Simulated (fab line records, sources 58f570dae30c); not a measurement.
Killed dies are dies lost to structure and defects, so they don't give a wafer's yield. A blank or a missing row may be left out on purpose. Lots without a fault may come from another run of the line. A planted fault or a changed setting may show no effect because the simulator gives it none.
One fault seen from 2 desks | flow berkeley_cmos170 | each desk has only its own numbers; what lay behind them comes last

THE METROLOGY DESK
What the gauges read, lot by lot, whatever tool the lot ran on: means of the sampled wafers that have a number. A lot is out of limits, marked OUT, if its mean lies more than 4 standard deviations from the usual mean; the brackets give that distance.
Columns: A = GATE_OXIDE_THK at UCB170_GATE_THK_MEAS_02, usual 6.59 nm; B = PSD_OVL at UCB170_PSD_OVL_MEAS_07, usual 3 nm
lot  | first seen here | A    | B
L166 | day 7 03:46     | 6.49 | 7
L167 | day 7 14:38     | 6.51 | 6
L170 | day 8 01:05     | 6.68 | 3
L171 | day 8 01:05     | 6.59 | 8
L177 | day 8 17:07     | 6.48 | 7
L176 | day 9 00:56     | 6.64 | -1
L179 | day 9 16:27     | 6.54 | 1
L180 | day 10 01:22    | 6.69 | 9
L182 | day 10 01:22    | 6.55 | 3
L181 | day 10 01:26    | 6.45 | 1
L184 | day 10 16:34    | 6.66 | -1
L185 | day 10 16:35    | 6.62 | 3
L188 | day 11 09:12    | 6.55 | 2
L189 | day 11 16:45    | 6.65 | 1
This desk's finding: nothing out of limits on any of the 14 lots.

THE TOOL OWNER'S DESK: plasma_asher-03
The tool's own readings at UCB170_PSD_STRIP_09 (strips in O2): means of the sampled wafers that have a number, for each lot that ran on this tool. A lot is out of limits, marked OUT, if its mean lies more than 4 standard deviations from the usual mean; the brackets give that distance.
Columns: A = chamber_pressure_mTorr at UCB170_PSD_STRIP_09, usual 3501 mTorr; B = drypump_motor_current_A at UCB170_PSD_STRIP_09, usual 5.7 A; C = oes_product_au at UCB170_PSD_STRIP_09, usual 0.600 a.u.; D = strip_time_to_endpoint_s at UCB170_PSD_STRIP_09, usual 29.40 s
lot  | first seen here | A                      | B   | C     | D
L166 | day 8 05:53     | 3502                   | 6.1 | 0.602 | 29.34
L177 | day 9 21:10     | 4086 (+66) OUT         | 6.1 | 0.601 | 29.35
L179 | day 10 12:55    | 5251 (+99 or more) OUT | 5.8 | 0.604 | 29.30
This desk's finding: out of limits on L177, L179; first on L177, day 9 21:10 (chamber_pressure_mTorr at UCB170_PSD_STRIP_09). In limits: L166.

PUT TOGETHER
The tool owner's desk could have raised an alarm at day 9 21:10, on L177, L179.
The metrology desk saw nothing out of limits.
The metrology desk has L177, L179 on record, within its limits.
Of the lots named, all ran UCB170_PSD_STRIP_09 on plasma_asher-03.

WHAT THE SIMULATOR HAD PUT IN
Process parameter drift: plasma_asher-03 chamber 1, from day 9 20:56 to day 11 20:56, at UCB170_PSD_STRIP_09. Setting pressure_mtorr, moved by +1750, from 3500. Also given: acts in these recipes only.
Lots struck among those shown: L177, L179.
Hours from the fault's start to each desk's first reading out of limits: the tool owner's desk, 0.
